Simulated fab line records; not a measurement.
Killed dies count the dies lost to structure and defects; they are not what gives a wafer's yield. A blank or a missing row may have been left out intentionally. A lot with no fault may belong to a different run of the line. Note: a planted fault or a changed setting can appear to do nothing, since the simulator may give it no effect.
Which tool was responsible? / flow berkeley-cmos170 / 14 lots with 42 wafers sampled at 6 steps, on a route of 331 steps

WHAT THE GAUGES READ, wafer by wafer
UCB170_M1_CD_MEAS_09 targets a cd of 700 nm.
lot=L255; measured=day 6 22:41; on=cd-sem-02; cd-nm (nm)=701.7 702.9 702.2
lot=L256; measured=day 7 17:56; on=cd-sem-01; cd-nm (nm)=699.6 698.8 699.6
lot=L257; measured=day 8 00:49; on=cd-sem-01; cd-nm (nm)=701.5 701.4 702.0
lot=L259; measured=day 8 03:10; on=cd-sem-01; cd-nm (nm)=699.2 699.5 698.0
lot=L264; measured=day 9 05:34; on=cd-sem-02; cd-nm (nm)=699.6 699.9 701.3
lot=L271; measured=day 11 02:08; on=cd-sem-01; cd-nm (nm)=701.5 702.8 701.3
lot=L273; measured=day 11 02:38; on=cd-sem-01; cd-nm (nm)=698.5 698.6 699.3
lot=L272; measured=day 11 03:05; on=cd-sem-01; cd-nm (nm)=701.1 701.2 699.4
lot=L270; measured=day 11 03:06; on=cd-sem-02; cd-nm (nm)=700.4 699.9 700.0
lot=L274; measured=day 11 10:01; on=cd-sem-02; cd-nm (nm)=702.2 701.2 700.7
lot=L277; measured=day 11 15:54; on=cd-sem-02; cd-nm (nm)=700.1 700.6 701.7
lot=L276; measured=day 11 17:08; on=cd-sem-02; cd-nm (nm)=700.4 699.1 699.6
lot=L275; measured=day 11 17:28; on=cd-sem-02; cd-nm (nm)=700.3 699.4 700.1
lot=L278; measured=day 11 23:52; on=cd-sem-02; cd-nm (nm)=699.2 699.5 699.6

UCB170_V2_THK_MEAS_04.
lot=L255; measured=day 7 11:09; on=film-metro-02; V2_POLISHED_THK (nm)=999.1 998.1 998.8
lot=L256; measured=day 8 06:10; on=film-metro-04; V2_POLISHED_THK (nm)=1001.0 999.8 999.9
lot=L257; measured=day 8 11:59; on=film-metro-04; V2_POLISHED_THK (nm)=998.4 1001.4 1000.7
lot=L259; measured=day 8 14:53; on=film-metro-01; V2_POLISHED_THK (nm)=997.3 999.1 999.8
lot=L264; measured=day 9 18:19; on=film-metro-02; V2_POLISHED_THK (nm)=1001.7 999.8 1002.0
lot=L271; measured=day 11 12:02; on=film-metro-02; V2_POLISHED_THK (nm)=1001.7 1000.6 998.9
lot=L273; measured=day 11 13:30; on=film-metro-04; V2_POLISHED_THK (nm)=1001.1 1001.2 1001.0
lot=L272; measured=day 11 12:41; on=film-metro-01; V2_POLISHED_THK (nm)=998.7 998.4 999.1
lot=L270; measured=day 11 14:37; on=film-metro-02; V2_POLISHED_THK (nm)=999.9 1000.0 999.8
lot=L274; measured=day 11 21:35; on=film-metro-01; V2_POLISHED_THK (nm)=999.3 1000.1 998.8
lot=L277; measured=day 12 04:13; on=film-metro-04; V2_POLISHED_THK (nm)=1001.4 1000.2 998.0
lot=L276; measured=day 12 04:16; on=film-metro-02; V2_POLISHED_THK (nm)=999.5 1001.9 1001.0
lot=L275; measured=day 12 04:35; on=film-metro-01; V2_POLISHED_THK (nm)=998.7 1000.4 1000.5
lot=L278; measured=day 12 12:27; on=film-metro-02; V2_POLISHED_THK (nm)=999.3 997.4 999.0

UCB170_M3_RS_MEAS_02: a four-point-probe measurement.
lot=L255; measured=day 7 13:15; on=film-metro-02; M3_AL_RS (ohm/sq)=0.0316 0.0321 0.0320
lot=L256; measured=day 8 08:45; on=film-metro-02; M3_AL_RS (ohm/sq)=0.0321 0.0323 0.0322
lot=L257; measured=day 8 13:53; on=film-metro-02; M3_AL_RS (ohm/sq)=0.0323 0.0321 0.0317
lot=L259; measured=day 8 19:56; on=film-metro-02; M3_AL_RS (ohm/sq)=0.0162 0.0161 0.0161
lot=L264; measured=day 9 20:36; on=film-metro-02; M3_AL_RS (ohm/sq)=0.0162 0.0162 0.0163
lot=L271; measured=day 11 14:32; on=film-metro-03; M3_AL_RS (ohm/sq)=0.0332 0.0323 0.0325
lot=L273; measured=day 11 16:16; on=film-metro-02; M3_AL_RS (ohm/sq)=0.0322 0.0320 0.0323
lot=L272; measured=day 11 15:18; on=film-metro-04; M3_AL_RS (ohm/sq)=0.0319 0.0318 0.0322
lot=L270; measured=day 11 17:34; on=film-metro-02; M3_AL_RS (ohm/sq)=0.0320 0.0319 0.0317
lot=L274; measured=day 11 23:22; on=film-metro-04; M3_AL_RS (ohm/sq)=0.0323 0.0326 0.0327
lot=L277; measured=day 12 06:08; on=film-metro-03; M3_AL_RS (ohm/sq)=0.0325 0.0329 0.0322
lot=L276; measured=day 12 06:28; on=film-metro-04; M3_AL_RS (ohm/sq)=0.0322 0.0319 0.0318
lot=L275; measured=day 12 06:42; on=film-metro-03; M3_AL_RS (ohm/sq)=0.0325 0.0319 0.0320
lot=L278; measured=day 12 15:28; on=film-metro-04; M3_AL_RS (ohm/sq)=0.0318 0.0329 0.0319

UCB170_M3_THK_MEAS_03: measures by xrf.
lot=L255; measured=day 7 13:22; on=film-metro-02; M3_AL_THK (nm)=928 917 915
lot=L256; measured=day 8 08:52; on=film-metro-02; M3_AL_THK (nm)=930 919 919
lot=L257; measured=day 8 14:01; on=film-metro-02; M3_AL_THK (nm)=918 928 934
lot=L259; measured=day 8 20:04; on=film-metro-02; M3_AL_THK (nm)=1837 1836 1839
lot=L264; measured=day 9 20:41; on=film-metro-02; M3_AL_THK (nm)=1814 1821 1795
lot=L271; measured=day 11 14:38; on=film-metro-03; M3_AL_THK (nm)=903 925 914
lot=L273; measured=day 11 16:23; on=film-metro-02; M3_AL_THK (nm)=917 922 924
lot=L272; measured=day 11 15:24; on=film-metro-04; M3_AL_THK (nm)=936 936 932
lot=L270; measured=day 11 17:41; on=film-metro-02; M3_AL_THK (nm)=924 928 933
lot=L274; measured=day 11 23:29; on=film-metro-04; M3_AL_THK (nm)=922 918 917
lot=L277; measured=day 12 06:14; on=film-metro-03; M3_AL_THK (nm)=912 902 925
lot=L276; measured=day 12 06:35; on=film-metro-04; M3_AL_THK (nm)=923 940 936
lot=L275; measured=day 12 06:49; on=film-metro-03; M3_AL_THK (nm)=915 937 932
lot=L278; measured=day 12 15:35; on=film-metro-04; M3_AL_THK (nm)=940 902 931

WHICH TOOL RAN EACH LOT (tool, then ch and the chambers of the sampled wafers, then the start)
lot=L255; UCB170_V2_ETCH_14=rie-diel-02 ch 0,2,3, day 7 12:42; UCB170_M3_SPUTTER_01=pvd-sputter-03, day 7 13:10
lot=L256; UCB170_V2_ETCH_14=rie-diel-01 ch 1,2,3, day 8 08:12; UCB170_M3_SPUTTER_01=pvd-sputter-04, day 8 08:40
lot=L257; UCB170_V2_ETCH_14=rie-diel-04 ch 1,2,3, day 8 13:20; UCB170_M3_SPUTTER_01=pvd-sputter-03, day 8 13:48
lot=L259; UCB170_V2_ETCH_14=rie-diel-04 ch 1,2,3, day 8 19:07; UCB170_M3_SPUTTER_01=pvd-sputter-04, day 8 19:37
lot=L264; UCB170_V2_ETCH_14=rie-diel-04 ch 0,1,3, day 9 19:45; UCB170_M3_SPUTTER_01=pvd-sputter-02, day 9 20:13
lot=L271; UCB170_V2_ETCH_14=rie-diel-02 ch 0,2,3, day 11 13:57; UCB170_M3_SPUTTER_01=pvd-sputter-02, day 11 14:25
lot=L273; UCB170_V2_ETCH_14=rie-diel-04 ch 1,2, day 11 15:43; UCB170_M3_SPUTTER_01=pvd-sputter-02, day 11 16:11
lot=L272; UCB170_V2_ETCH_14=rie-diel-02 ch 0,2, day 11 14:43; UCB170_M3_SPUTTER_01=pvd-sputter-04, day 11 15:11
lot=L270; UCB170_V2_ETCH_14=rie-diel-01 ch 0,2,3, day 11 17:01; UCB170_M3_SPUTTER_01=pvd-sputter-04, day 11 17:29
lot=L274; UCB170_V2_ETCH_14=rie-diel-01 ch 1,2, day 11 22:49; UCB170_M3_SPUTTER_01=pvd-sputter-03, day 11 23:17
lot=L277; UCB170_V2_ETCH_14=rie-diel-04 ch 0,2, day 12 05:33; UCB170_M3_SPUTTER_01=pvd-sputter-04, day 12 06:01
lot=L276; UCB170_V2_ETCH_14=rie-diel-02 ch 0,1,3, day 12 05:50; UCB170_M3_SPUTTER_01=pvd-sputter-03, day 12 06:23
lot=L275; UCB170_V2_ETCH_14=rie-diel-01 ch 0,1,2, day 12 06:07; UCB170_M3_SPUTTER_01=pvd-sputter-02, day 12 06:37
lot=L278; UCB170_V2_ETCH_14=rie-diel-01 ch 0,1,2, day 12 14:52; UCB170_M3_SPUTTER_01=pvd-sputter-03, day 12 15:20
- UCB170_V2_ETCH_14: etches SiO2 in CHF3/CF4/Ar, stops on Al, target depth 1250 nm, time 291 s.
- UCB170_M3_SPUTTER_01: material Al, target thk 900 nm, time 120 s.

AS READ BY THE TOOLS THEMSELVES (means over the sampled wafers that have a number; for cases with no such wafer, the mark the record gives instead)
UCB170_V2_ETCH_14.
lot=L255; tool=rie-diel-02; drypump-motor-current-A (A)=5.2; oes-product-au (a.u.)=0.870; throttle-valve-pct (%)=6.92
lot=L256; tool=rie-diel-01; drypump-motor-current-A (A)=6.0; oes-product-au (a.u.)=0.890; throttle-valve-pct (%)=7.07
lot=L257; tool=rie-diel-04; drypump-motor-current-A (A)=5.5; oes-product-au (a.u.)=0.867; throttle-valve-pct (%)=6.83
lot=L259; tool=rie-diel-04; drypump-motor-current-A (A)=5.5; oes-product-au (a.u.)=0.862; throttle-valve-pct (%)=6.83
lot=L264; tool=rie-diel-04; drypump-motor-current-A (A)=5.6; oes-product-au (a.u.)=0.874; throttle-valve-pct (%)=6.91
lot=L271; tool=rie-diel-02; drypump-motor-current-A (A)=5.2; oes-product-au (a.u.)=0.861; throttle-valve-pct (%)=6.92
lot=L273; tool=rie-diel-04; drypump-motor-current-A (A)=5.1; oes-product-au (a.u.)=0.872; throttle-valve-pct (%)=6.83
lot=L272; tool=rie-diel-02; drypump-motor-current-A (A)=5.1; oes-product-au (a.u.)=0.858; throttle-valve-pct (%)=6.92
lot=L270; tool=rie-diel-01; drypump-motor-current-A (A)=6.2; oes-product-au (a.u.)=0.879; throttle-valve-pct (%)=7.01
lot=L274; tool=rie-diel-01; drypump-motor-current-A (A)=6.4; oes-product-au (a.u.)=0.878; throttle-valve-pct (%)=7.08
lot=L277; tool=rie-diel-04; drypump-motor-current-A (A)=5.5; oes-product-au (a.u.)=0.874; throttle-valve-pct (%)=6.85
lot=L276; tool=rie-diel-02; drypump-motor-current-A (A)=5.3; oes-product-au (a.u.)=0.872; throttle-valve-pct (%)=6.95
lot=L275; tool=rie-diel-01; drypump-motor-current-A (A)=6.1; oes-product-au (a.u.)=0.876; throttle-valve-pct (%)=7.05
lot=L278; tool=rie-diel-01; drypump-motor-current-A (A)=6.1; oes-product-au (a.u.)=0.875; throttle-valve-pct (%)=7.06

UCB170_M3_SPUTTER_01.
lot=L255; tool=pvd-sputter-03; throttle-valve-pct (%)=30.5
lot=L256; tool=pvd-sputter-04; throttle-valve-pct (%)=30.8
lot=L257; tool=pvd-sputter-03; throttle-valve-pct (%)=30.3
lot=L259; tool=pvd-sputter-04; throttle-valve-pct (%)=30.2
lot=L264; tool=pvd-sputter-02; throttle-valve-pct (%)=30.6
lot=L271; tool=pvd-sputter-02; throttle-valve-pct (%)=31.2
lot=L273; tool=pvd-sputter-02; throttle-valve-pct (%)=31.1
lot=L272; tool=pvd-sputter-04; throttle-valve-pct (%)=31.5
lot=L270; tool=pvd-sputter-04; throttle-valve-pct (%)=30.8
lot=L274; tool=pvd-sputter-03; throttle-valve-pct (%)=31.1
lot=L277; tool=pvd-sputter-04; throttle-valve-pct (%)=30.3
lot=L276; tool=pvd-sputter-03; throttle-valve-pct (%)=30.9
lot=L275; tool=pvd-sputter-02; throttle-valve-pct (%)=31.0
lot=L278; tool=pvd-sputter-03; throttle-valve-pct (%)=30.4

THE ANSWER, worked out from the rows above alone
Rule: the usual values come from the lots themselves. Put in order of their means at a reading, lots are off if they are a third of the lots or fewer, leave a main group of 4 or more, and stand apart from it by a gap of 3 or more times the standard deviation of the main group's means; of several such gaps the widest counts. The tables above print the reading to a certain number of digits; a main group whose means all agree to those digits is not used. A lot without any number at a reading at which 4 lots or more have one is off too. The other lots that the step has rows for count as sound. The gauges are gone through in route order, then the tools' own readings, and for those a lot's mean is taken as printed above. The first step at which some lot is off is used, and at that step the reading that is off furthest; a lot without a number counts as furthest.
Off: at UCB170_M3_RS_MEAS_02 (M3_AL_RS), L259, L264. The main group has a mean of 0.0322 ohm/sq with a standard deviation of 0.00025.
A tool fits if, at a process step before that reading, it ran every lot that is off, and no sound lot after the first of them. The gauges at UCB170_M3_RS_MEAS_02 are tried like those tools. Of those tried, none fits.

WHAT WAS PUT IN BY THE SIMULATOR
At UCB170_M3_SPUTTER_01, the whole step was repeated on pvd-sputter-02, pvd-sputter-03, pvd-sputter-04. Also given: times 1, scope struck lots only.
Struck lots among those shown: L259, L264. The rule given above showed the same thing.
